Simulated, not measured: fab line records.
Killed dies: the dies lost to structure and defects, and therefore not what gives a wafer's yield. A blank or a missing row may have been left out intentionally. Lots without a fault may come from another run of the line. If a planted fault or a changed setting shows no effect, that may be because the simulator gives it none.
fab line records -- flow rit-cmos
record: lots: 12, wafers: 36, last-day: 7
route steps=202 shown M1@184
lots with no fault: from the same line, run without faults
start-h: the number of hours between the record's first day and the start of the first shown wafer of the lot -- wait-h: time in hours since the lot's previous step -- " unchanged from the row above -- L1.1+2: one row covering several wafers at once -- - no value, or no start given -- * or withheld: withheld -- < > ~ a bound
route shown NAME@n: names a module that has steps shown in the file, with the first one's number in the route -- usual: mean/standard deviation taken from wafers without a fault -- same: alike in all rows -- chamber/n: place in a boat -- sites: readings site by site -- _std_site: standard deviation across them -- _edge_site: inner sites' mean taken away from outer sites' mean -- radius-mm: how far each site lies from the wafer's centre -- mask NAME#n: copy n -- behind: the tool/chamber that last shaped the wafer -- hold: reason for holding the lot/hours on hold/outcome of the hold -- device: whichever transistor did not switch (one of n, p or np) -- end of line: the tests these same wafers got at the end of their route -- step lacking rows: just its recipe -- killed: dies that structure and defects cost at the first sort, which is not the same as the wafer's yield -- map: shows each die of a wafer: x if killed, . if not, _ if none is there
set.NAME: the run value of the setting; set.NAME@STEP: its run value at that earlier step -- model.NAME: the simulator's own value behind a step, which no gauge read
a sample of lots followed through the steps of the route, with each step as a table and each wafer as a row
services: when a tool's chamber went out of use (start-h, in hours from the record's first day, below 0 if earlier), for how many hours, and the reason
== steps ==
step: RIT_M1_SPUTTER_00
recipe: material: Al, target-thk-nm: 400, power-w: 2000, chamber-pressure-pa: 0.4, gas: Ar, time-s: 500, substrate-temp-c: 25
usual: throttle-valve-pct: 29.8/1
lot.wafer,tool,chamber,start-h,wait-h,throttle-valve-pct
L362.2,pvd-sputter-04,-,56.21,0.0,30.3
L362.3,pvd-sputter-04,-,56.21,0.0,32.1
L362.6,pvd-sputter-04,-,56.21,0.0,29.1
L363.2,pvd-sputter-03,-,64.11,0.0,29.1
L363.3,pvd-sputter-03,-,64.11,0.0,30.2
L363.4,pvd-sputter-03,-,64.11,0.0,29.6
L365.2,pvd-sputter-03,-,73.08,0.0,29.8
L365.3,pvd-sputter-03,-,73.08,0.0,28.8
L365.5,pvd-sputter-03,-,73.08,0.0,29.3
L364.1,pvd-sputter-01,-,73.46,0.0,28.3
L364.2,pvd-sputter-01,-,73.46,0.0,31.2
L364.3,pvd-sputter-01,-,73.46,0.0,28.4
L366.2,pvd-sputter-04,-,74.74,0.0,30.7
L366.3,pvd-sputter-04,-,74.74,0.0,30.5
L366.6,pvd-sputter-04,-,74.74,0.0,30.3
L367.3,pvd-sputter-03,-,79.22,0.0,29.1
L367.4,pvd-sputter-03,-,79.22,0.0,29.7
L367.6,pvd-sputter-03,-,79.22,0.0,29.5
L376.3,pvd-sputter-03,-,123.42,0.0,29.2
L376.5,pvd-sputter-03,-,123.42,0.0,28.9
L376.6,pvd-sputter-03,-,123.42,0.0,29.4
L377.2,pvd-sputter-01,-,128.14,0.0,28.3
L377.3,pvd-sputter-01,-,128.14,0.0,28.6
L377.6,pvd-sputter-01,-,128.14,0.0,28.8
L379.1,pvd-sputter-01,-,140.93,0.0,28.1
L379.4,pvd-sputter-01,-,140.93,0.0,31.2
L379.6,pvd-sputter-01,-,140.93,0.0,28.3
L381.1,pvd-sputter-04,-,148.50,0.0,30.8
L381.3,pvd-sputter-04,-,148.50,0.0,32.2
L381.6,pvd-sputter-04,-,148.50,0.0,32.0
L383.4,pvd-sputter-01,-,158.78,0.0,29.5
L383.5,pvd-sputter-01,-,158.78,0.0,29.5
L383.6,pvd-sputter-01,-,158.78,0.0,28.7
L385.2,pvd-sputter-01,-,167.97,0.0,28.5
L385.3,pvd-sputter-01,-,167.97,0.0,29.5
L385.4,pvd-sputter-01,-,167.97,0.0,31.4
step: RIT_M1_RS_MEAS_01
recipe: thk-meas-gauge: four-point-probe, reads: Al_of_M1_SPUTTER_00
usual: M1_AL_RS: 0.0733/0.00074
lot.wafer,tool,chamber,start-h,wait-h,M1_AL_RS[ohm/sq]
L362.2,film-metro-04,-,56.52,0.2,0.0740
L362.3,film-metro-04,-,56.52,0.2,0.0738
L362.6,film-metro-04,-,56.52,0.2,0.0742
L363.2,film-metro-04,-,64.43,0.2,0.0752
L363.3,film-metro-04,-,64.43,0.2,0.0743
L363.4,film-metro-04,-,64.43,0.2,0.0751
L365.2,film-metro-02,-,73.39,0.2,0.0732
L365.3,film-metro-02,-,73.39,0.2,0.0740
L365.5,film-metro-02,-,73.39,0.2,0.0734
L364.1,film-metro-04,-,73.76,0.1,0.0737
L364.2,film-metro-04,-,73.76,0.1,0.0728
L364.3,film-metro-04,-,73.76,0.1,0.0727
L366.2,film-metro-03,-,75.08,0.2,0.0736
L366.3,film-metro-03,-,75.08,0.2,0.0731
L366.6,film-metro-03,-,75.08,0.2,0.0733
L367.3,film-metro-04,-,79.55,0.2,0.0726
L367.4,film-metro-04,-,79.55,0.2,0.0731
L367.6,film-metro-04,-,79.55,0.2,0.0733
L376.3,film-metro-04,-,123.79,0.2,0.0714
L376.5,film-metro-04,-,123.79,0.2,0.0441
L376.6,film-metro-04,-,123.79,0.2,0.0717
L377.2,film-metro-04,-,128.46,0.2,0.0738
L377.3,film-metro-04,-,128.46,0.2,0.0735
L377.6,film-metro-04,-,128.46,0.2,0.0732
L379.1,film-metro-03,-,141.23,0.1,0.0744
L379.4,film-metro-03,-,141.23,0.1,0.0737
L379.6,film-metro-03,-,141.23,0.1,0.0744
L381.1,film-metro-04,-,148.79,0.1,0.0738
L381.3,film-metro-04,-,148.79,0.1,0.0738
L381.6,film-metro-04,-,148.79,0.1,0.0729
L383.4,film-metro-02,-,159.14,0.2,0.0732
L383.5,film-metro-02,-,159.14,0.2,0.0737
L383.6,film-metro-02,-,159.14,0.2,0.0736
L385.2,film-metro-03,-,168.28,0.2,0.0726
L385.3,film-metro-03,-,168.28,0.2,0.0727
L385.4,film-metro-03,-,168.28,0.2,0.0733
step: RIT_M1_THK_MEAS_02
recipe: thk-meas-gauge: xrf, reads: Al_of_M1_SPUTTER_00
usual: M1_AL_THK: 405/4.4
lot.wafer,tool,chamber,start-h,wait-h,M1_AL_THK[nm]
L362.2,film-metro-04,-,56.63,0.1,402
L362.3,film-metro-04,-,56.63,0.1,401
L362.6,film-metro-04,-,56.63,0.1,400
L363.2,film-metro-04,-,64.54,0.1,395
L363.3,film-metro-04,-,64.54,0.1,401
L363.4,film-metro-04,-,64.54,0.1,395
L365.2,film-metro-02,-,73.50,0.1,408
L365.3,film-metro-02,-,73.50,0.1,404
L365.5,film-metro-02,-,73.50,0.1,409
L364.1,film-metro-04,-,73.88,0.1,400
L364.2,film-metro-04,-,73.88,0.1,401
L364.3,film-metro-04,-,73.88,0.1,403
L366.2,film-metro-03,-,75.19,0.1,404
L366.3,film-metro-03,-,75.19,0.1,406
L366.6,film-metro-03,-,75.19,0.1,406
L367.3,film-metro-04,-,79.65,0.1,403
L367.4,film-metro-04,-,79.65,0.1,402
L367.6,film-metro-04,-,79.65,0.1,400
L376.3,film-metro-04,-,123.89,0.1,416
L376.5,film-metro-04,-,123.89,0.1,668
L376.6,film-metro-04,-,123.89,0.1,415
L377.2,film-metro-04,-,128.57,0.1,403
L377.3,film-metro-04,-,128.57,0.1,405
L377.6,film-metro-04,-,128.57,0.1,408
L379.1,film-metro-03,-,141.35,0.1,396
L379.4,film-metro-03,-,141.35,0.1,404
L379.6,film-metro-03,-,141.35,0.1,398
L381.1,film-metro-04,-,148.91,0.1,405
L381.3,film-metro-04,-,148.91,0.1,403
L381.6,film-metro-04,-,148.91,0.1,407
L383.4,film-metro-02,-,159.23,0.1,406
L383.5,film-metro-02,-,159.23,0.1,405
L383.6,film-metro-02,-,159.23,0.1,404
L385.2,film-metro-03,-,168.39,0.1,407
L385.3,film-metro-03,-,168.39,0.1,407
L385.4,film-metro-03,-,168.39,0.1,405
step: RIT_M1_METAL_ETCH_12
recipe: stop-on: SiO2, chemistry: Cl2/BCl3, target: Al, time-s: 165, over-etch-frac: 0.5, pressure-mtorr: 100, target-depth-a: 6000, rf-w: 250, Cl2_flow_sccm: 60, bcl3-flow-sccm: 50
usual: drypump-motor-current-A: 5.6/0.56, oes-product-au: 0.787/0.0094, throttle-valve-pct: 8.33/0.14
same: time-s: 165
lot.wafer,tool,chamber,start-h,wait-h,drypump-motor-current-A,oes-product-au,rf-hours-counter-h,throttle-valve-pct
L362.2,rie-metal-01,1,58.46,0.2,5.5,0.764,36,8.38
L362.3,rie-metal-01,1,58.46,0.2,5.5,0.763,-,8.37
L362.6,rie-metal-01,0,58.46,0.2,6.4,0.780,-,8.45
L363.2,rie-metal-04,0,65.87,0.2,6.1,0.773,1,8.16
L363.3,rie-metal-04,0,65.87,0.2,6.1,0.784,-,8.14
L363.4,rie-metal-04,1,65.87,0.2,5.9,0.783,-,8.53
L365.2,rie-metal-02,1,75.08,0.2,5.0,0.793,4,8.18
L365.3,rie-metal-02,0,75.08,0.2,4.9,0.781,-,8.29
L365.5,rie-metal-02,1,75.08,0.2,5.0,0.794,-,8.19
L364.1,rie-metal-01,1,75.39,0.2,5.5,0.765,36,8.37
L364.2,rie-metal-01,0,75.39,0.2,6.4,0.783,39,8.46
L364.3,rie-metal-01,1,75.39,0.2,5.5,0.788,-,8.36
L366.2,rie-metal-04,1,76.72,0.2,6.0,0.797,1,8.54
L366.3,rie-metal-04,1,76.72,0.2,6.0,0.803,-,8.52
L366.6,rie-metal-04,0,76.72,0.2,6.1,0.792,-,8.15
L367.3,rie-metal-02,1,81.16,0.2,5.0,0.791,-,8.20
L367.4,rie-metal-02,0,81.16,0.2,4.9,0.794,-,8.27
L367.6,rie-metal-02,0,81.16,0.2,4.9,0.791,-,8.26
L376.3,rie-metal-02,0,125.27,0.2,4.8,0.811,-,8.27
L376.5,rie-metal-02,1,125.27,0.2,5.0,0.983,-,8.16
L376.6,rie-metal-02,0,125.27,0.2,4.8,0.807,-,8.27
L377.2,rie-metal-01,0,130.08,0.2,6.4,0.774,40,8.46
L377.3,rie-metal-01,1,130.08,0.2,5.5,0.767,-,8.39
L377.6,rie-metal-01,1,130.08,0.2,5.5,0.778,-,8.38
L379.1,rie-metal-02,1,142.97,0.2,5.0,0.784,5,8.20
L379.4,rie-metal-02,0,142.97,0.2,4.9,0.794,-,8.27
L379.6,rie-metal-02,0,142.97,0.2,4.9,0.790,-,8.28
L381.1,rie-metal-02,0,150.38,0.2,4.9,0.795,5,8.27
L381.3,rie-metal-02,1,150.38,0.2,5.0,0.787,-,8.19
L381.6,rie-metal-02,0,150.38,0.2,4.9,0.795,-,8.28
L383.4,rie-metal-01,0,160.60,0.1,6.4,0.793,-,8.45
L383.5,rie-metal-01,0,160.60,0.1,6.4,0.784,-,8.45
L383.6,rie-metal-01,1,160.60,0.1,5.5,0.790,-,8.38
L385.2,rie-metal-01,1,169.85,0.2,5.5,0.792,0,8.39
L385.3,rie-metal-01,0,169.85,0.2,6.4,0.798,-,8.45
L385.4,rie-metal-01,1,169.85,0.2,5.5,0.786,-,8.41
step: RIT_M1_PROBE_99
usual: defect-limited-yield: 97.5/1.2, killed_at_M0_to_M3: 0.0/0.12, killed-at-contacts: 0.1/0.29, killed-at-front-end: 6/3, killed-dies: 7/3.1, killed-on-rim: 1.8/1.5, killed-open: 3.2/1.9, killed-short: 3.3/1.9, sort_bin_3_pad_short: 0.1/0.18, sort_bin_5_function: 1.5/0.88, sort_bin_6_memory: 0.9/0.62, sort-n-pass: 257/3.1, sort-yield-pct: 97.5/1.2
same: gross-dies: 264, killed_at_M4_up: 0, killed-at-back-side: 0, killed-at-other: 0
lot.wafer,tool,chamber,start-h,wait-h,defect-limited-yield[%],killed_at_M0_to_M3,killed-at-contacts,killed-at-front-end,killed-dies,killed-on-rim,killed-open,killed-short,sort_bin_3_pad_short[%],sort_bin_5_function[%],sort_bin_6_memory[%],sort-n-pass,sort-yield-pct[%]
L362.2,prober-01,-,60.99,0.1,97.7,0,1,5,6,0,3,3,0,2.3,0,258,97.7
L362.3,prober-01,-,61.04,0.2,98.9,0,0,3,3,0,2,1,0,0.4,0.8,261,98.9
L362.6,prober-01,-,61.19,0.2,97.7,0,0,6,6,2,3,3,0,1.5,0.8,258,97.7
L363.2,prober-02,-,68.89,0.1,94.7,0,0,14,14,1,7,7,0,4.5,0.8,250,94.7
L363.3,prober-02,-,68.94,0.2,93.2,0,0,18,18,6,10,8,0.4,4.9,1.5,246,93.2
L363.4,prober-02,-,68.99,0.2,94.3,0,0,15,15,4,6,9,0,3.0,2.7,249,94.3
L365.2,prober-01,-,77.40,0.1,97.0,1,0,7,8,2,3,4,0,1.9,1.1,256,97.0
L365.3,prober-01,-,77.45,0.2,97.7,0,0,6,6,2,2,4,0,1.5,0.8,258,97.7
L365.5,prober-01,-,77.55,0.2,96.2,0,0,10,10,4,3,7,0.4,3.0,0.4,254,96.2
L364.1,prober-02,-,78.85,0.1,97.0,0,0,8,8,2,0,8,0,1.5,1.5,256,97.0
L364.2,prober-02,-,78.90,0.1,97.7,0,0,6,6,3,4,2,0,0.8,1.5,258,97.7
L364.3,prober-02,-,78.95,0.2,98.1,0,0,5,5,1,4,1,0,1.1,0.8,259,98.1
L366.2,prober-01,-,80.40,0.1,99.2,0,0,2,2,1,2,0,0,0.8,0,262,99.2
L366.3,prober-01,-,80.45,0.2,97.3,0,0,7,7,1,5,2,0,2.3,0.4,257,97.3
L366.6,prober-01,-,80.60,0.2,96.2,0,1,9,10,3,6,4,0,2.7,1.1,254,96.2
L367.3,prober-02,-,84.83,0.2,97.7,0,0,6,6,0,3,3,0,1.5,0.8,258,97.7
L367.4,prober-02,-,84.88,0.2,98.5,0,0,4,4,1,0,4,0.4,0.4,0.8,260,98.5
L367.6,prober-02,-,84.98,0.2,97.3,0,0,7,7,2,2,5,0.4,1.5,0.8,257,97.3
L376.3,prober-02,-,127.57,0.2,98.9,0,0,3,3,3,1,2,0.4,0.8,0,261,98.9
L376.5,prober-02,-,127.67,0.2,0,259,0,5,264,70,4,1,0,100.0,0,0,0
L376.6,prober-02,-,127.72,0.2,99.2,0,0,2,2,0,2,0,0,0,0.8,262,99.2
L377.2,prober-01,-,133.61,0.1,97.0,0,0,8,8,3,4,4,0,2.3,0.8,256,97.0
L377.3,prober-01,-,133.66,0.2,96.2,0,0,10,10,1,6,4,0,3.0,0.8,254,96.2
L377.6,prober-01,-,133.81,0.2,97.7,0,0,6,6,2,2,4,0,1.5,0.8,258,97.7
L379.1,prober-01,-,145.22,0.1,97.7,0,0,6,6,3,4,2,0.4,1.1,0.8,258,97.7
L379.4,prober-01,-,145.37,0.2,97.7,0,0,6,6,0,1,5,0,0.8,1.5,258,97.7
L379.6,prober-01,-,145.47,0.2,99.2,0,0,2,2,1,0,2,0,0,0.8,262,99.2
L381.1,prober-01,-,153.37,0.1,95.8,0,0,11,11,2,6,5,0.4,1.5,2.3,253,95.8
L381.3,prober-01,-,153.47,0.2,98.5,0,0,4,4,2,1,3,0,1.1,0.4,260,98.5
L381.6,prober-01,-,153.62,0.2,96.2,0,0,10,10,2,5,5,0.4,1.9,1.5,254,96.2
L383.4,prober-01,-,162.98,0.2,96.6,0,0,9,9,3,3,6,0,1.9,1.5,255,96.6
L383.5,prober-01,-,163.03,0.2,98.9,0,1,2,3,2,3,0,0,0.4,0.8,261,98.9
L383.6,prober-01,-,163.08,0.2,97.3,0,0,7,7,2,4,3,0,1.1,1.5,257,97.3
L385.2,prober-02,-,172.17,0.1,97.7,0,0,6,6,0,3,3,0,1.9,0.4,258,97.7
L385.3,prober-02,-,172.22,0.2,96.6,0,0,9,9,3,3,6,0.8,0.8,1.9,255,96.6
L385.4,prober-02,-,172.27,0.2,98.9,0,0,3,3,2,2,1,0,0.4,0.8,261,98.9
killed by level:class
L362.2 GATE:geometric-particle:short=2 GATE:geometric-particle:open=2 SPACER:geometric-particle:open=1 CONTACT:geometric-particle:short=1
L362.3 SPACER:geometric-particle:open=2 GATE:geometric-particle:short=1
L362.6 GATE:geometric-particle:open=3 FOX2:geometric-particle:short=1 GATE:geometric-particle:short=1 SPACER:geometric-particle:short=1
L363.2 SPACER:geometric-particle:short=4 FOX1:geometric-particle:open=2 FOX1:geometric-particle:short=2 GATE:geometric-particle:open=2 SPACER:geometric-particle:open=2 GATE:geometric-particle:short=1 SILICIDE:geometric-particle:open=1
L363.3 SPACER:geometric-particle:short=4 SPACER:geometric-particle:open=4 GATE:geometric-particle:open=3 FOX1:geometric-particle:open=2 FOX2:geometric-particle:short=2 GATE:geometric-particle:short=2 FOX2:geometric-particle:open=1
L363.4 GATE:geometric-particle:short=6 GATE:geometric-particle:open=4 SPACER:geometric-particle:short=3 FOX2:geometric-particle:open=1 SPACER:geometric-particle:open=1
L365.2 REOX:geometric-particle:short=2 FOX2:geometric-particle:short=1 GATE:geometric-particle:short=1 GATE:geometric-particle:open=1 REOX:geometric-particle:open=1 SPACER:geometric-particle:open=1 M1:coat-microbubble-printed=1
L365.3 FOX1:geometric-particle:short=3 FOX2:geometric-particle:open=1 GATE:geometric-particle:short=1 REOX:geometric-particle:open=1
L365.5 FOX1:geometric-particle:short=4 FOX1:geometric-particle:open=2 SPACER:geometric-particle:short=2 GATE:geometric-particle:short=1 SILICIDE:geometric-particle:open=1
L364.1 GATE:geometric-particle:short=3 SILICIDE:geometric-particle:short=3 FOX1:geometric-particle:short=1 REOX:geometric-particle:short=1
L364.2 REOX:geometric-particle:short=2 REOX:geometric-particle:open=2 FOX1:geometric-particle:open=1 SPACER:geometric-particle:open=1
L364.3 FOX2:geometric-particle:open=1 GATE:geometric-particle:open=1 REOX:geometric-particle:open=1 SILICIDE:geometric-particle:short=1 SILICIDE:geometric-particle:open=1
L366.2 GATE:geometric-particle:open=1 SPACER:geometric-particle:open=1
L366.3 FOX1:geometric-particle:short=2 FOX1:geometric-particle:open=2 FOX2:geometric-particle:open=2 GATE:geometric-particle:open=1
L366.6 FOX2:geometric-particle:open=2 REOX:geometric-particle:short=2 FOX1:geometric-particle:short=1 FOX1:geometric-particle:open=1 FOX2:geometric-particle:short=1 SPACER:geometric-particle:open=1 SILICIDE:geometric-particle:open=1 CONTACT:geometric-particle:open=1
L367.3 GATE:geometric-particle:open=2 SPACER:geometric-particle:short=2 REOX:geometric-particle:short=1 SILICIDE:geometric-particle:open=1
L367.4 GATE:geometric-particle:short=1 REOX:geometric-particle:short=1 SPACER:geometric-particle:short=1 SILICIDE:geometric-particle:short=1
L367.6 GATE:geometric-particle:short=2 GATE:geometric-particle:open=1 REOX:geometric-particle:short=1 SPACER:geometric-particle:short=1 SPACER:geometric-particle:open=1 SILICIDE:geometric-particle:short=1
L376.3 FOX1:geometric-particle:short=1 GATE:geometric-particle:open=1 SILICIDE:geometric-particle:short=1
L376.5 M1:area-etch=259 GATE:geometric-particle:open=3 FOX1:geometric-particle:open=1 SPACER:geometric-particle:short=1
L376.6 FOX1:geometric-particle:open=1 GATE:geometric-particle:open=1
L377.2 GATE:geometric-particle:open=3 FOX1:geometric-particle:short=2 FOX1:geometric-particle:open=1 FOX2:geometric-particle:short=1 GATE:geometric-particle:short=1
L377.3 GATE:geometric-particle:open=2 SPACER:geometric-particle:short=2 FOX1:geometric-particle:short=1 FOX1:geometric-particle:open=1 FOX2:geometric-particle:open=1 GATE:geometric-particle:short=1 SPACER:geometric-particle:open=1 SILICIDE:geometric-particle:open=1
L377.6 FOX1:geometric-particle:short=4 FOX1:geometric-particle:open=1 SILICIDE:geometric-particle:open=1
L379.1 FOX1:geometric-particle:short=1 FOX1:geometric-particle:open=1 GATE:geometric-particle:open=1 REOX:geometric-particle:open=1 REOX:geometric-particle:short=1 SPACER:geometric-particle:open=1
L379.4 GATE:geometric-particle:short=3 REOX:geometric-particle:short=2 FOX1:geometric-particle:open=1
L379.6 FOX1:geometric-particle:short=1 SILICIDE:geometric-particle:short=1
L381.1 GATE:geometric-particle:open=3 GATE:geometric-particle:short=3 REOX:geometric-particle:open=2 FOX1:geometric-particle:short=1 FOX2:geometric-particle:open=1 REOX:geometric-particle:short=1
L381.3 GATE:geometric-particle:short=2 FOX1:geometric-particle:short=1 GATE:geometric-particle:open=1
L381.6 GATE:geometric-particle:short=2 REOX:geometric-particle:open=2 FOX1:geometric-particle:short=1 FOX2:geometric-particle:open=1 GATE:geometric-particle:open=1 REOX:geometric-particle:short=1 SPACER:geometric-particle:short=1 SILICIDE:geometric-particle:open=1
L383.4 REOX:geometric-particle:short=3 SILICIDE:geometric-particle:open=3 FOX2:geometric-particle:short=1 GATE:geometric-particle:short=1 SILICIDE:geometric-particle:short=1
L383.5 REOX:geometric-particle:open=2 CONTACT:geometric-particle:open=1
L383.6 GATE:geometric-particle:open=3 GATE:geometric-particle:short=2 REOX:geometric-particle:open=1 SPACER:geometric-particle:short=1
L385.2 REOX:geometric-particle:open=2 FOX1:geometric-particle:short=1 GATE:geometric-particle:open=1 GATE:geometric-particle:short=1 REOX:geometric-particle:short=1
L385.3 GATE:geometric-particle:short=4 SPACER:geometric-particle:open=2 GATE:geometric-particle:open=1 SPACER:geometric-particle:short=1 SILICIDE:geometric-particle:short=1
L385.4 FOX2:geometric-particle:open=1 REOX:geometric-particle:open=1 SPACER:geometric-particle:short=1
== services ==
tool,chamber,start-h,hours,kind
rie-metal-01,-,36.06,0.9,repair
pvd-sputter-03,-,50.02,11.7,repair
rie-metal-01,1,77.42,7.4,repair
pvd-sputter-01,-,104.00,3.0,repair
pvd-sputter-04,-,114.42,0.7,repair
pvd-sputter-01,-,114.94,0.8,repair
pvd-sputter-03,-,118.30,0.5,repair
rie-metal-01,-,136.12,20.0,pm
rie-metal-01,0,136.12,20.0,vent-cycle
rie-metal-01,1,136.12,20.0,vent-cycle
pvd-sputter-01,-,136.50,3.9,repair
rie-metal-01,0,156.12,-,clean
rie-metal-01,1,156.12,-,clean
rie-metal-04,-,169.48,2.8,pm
== key ==
first-sign: step: RIT_M1_RS_MEAS_01, reading: M1_AL_RS, direction: down, sigmas: 40, usual: 0.0733, struck: 0.0441
effect: step: RIT_M1_THK_MEAS_02, reading: M1_AL_THK, direction: up, sigmas: 59, usual: 405, struck: 668
effect: step: RIT_M1_METAL_ETCH_12, reading: oes-product-au, direction: up, sigmas: 21, usual: 0.787, struck: 0.983
effect: step: RIT_M1_PROBE_99, reading: killed_at_M0_to_M3, direction: up, sigmas: 99+, usual: 0.0, struck: 259
more-kills-born-at: RIT_M1_METAL_ETCH_12@rie-metal-02: 259
met-at RIT_M1_SPUTTER_00
struck-lots L376
struck-wafers L376.5
later-rows-left-out L376.5
onset-between 73.08 123.42
fault: kind: process-parameter-drift, tool: pvd-sputter-03, chamber: -, onset-h: 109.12, steps: RIT_M1_SPUTTER_00, channel: target-thk-nm, offset: 254.65, shape: step, end-h: 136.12, stated: 400, scope: struck-wafers-only
later-rows-left-out: the simulator's readings of these wafers behind a module that went badly wrong aren't trusted and aren't shown, but for the sort
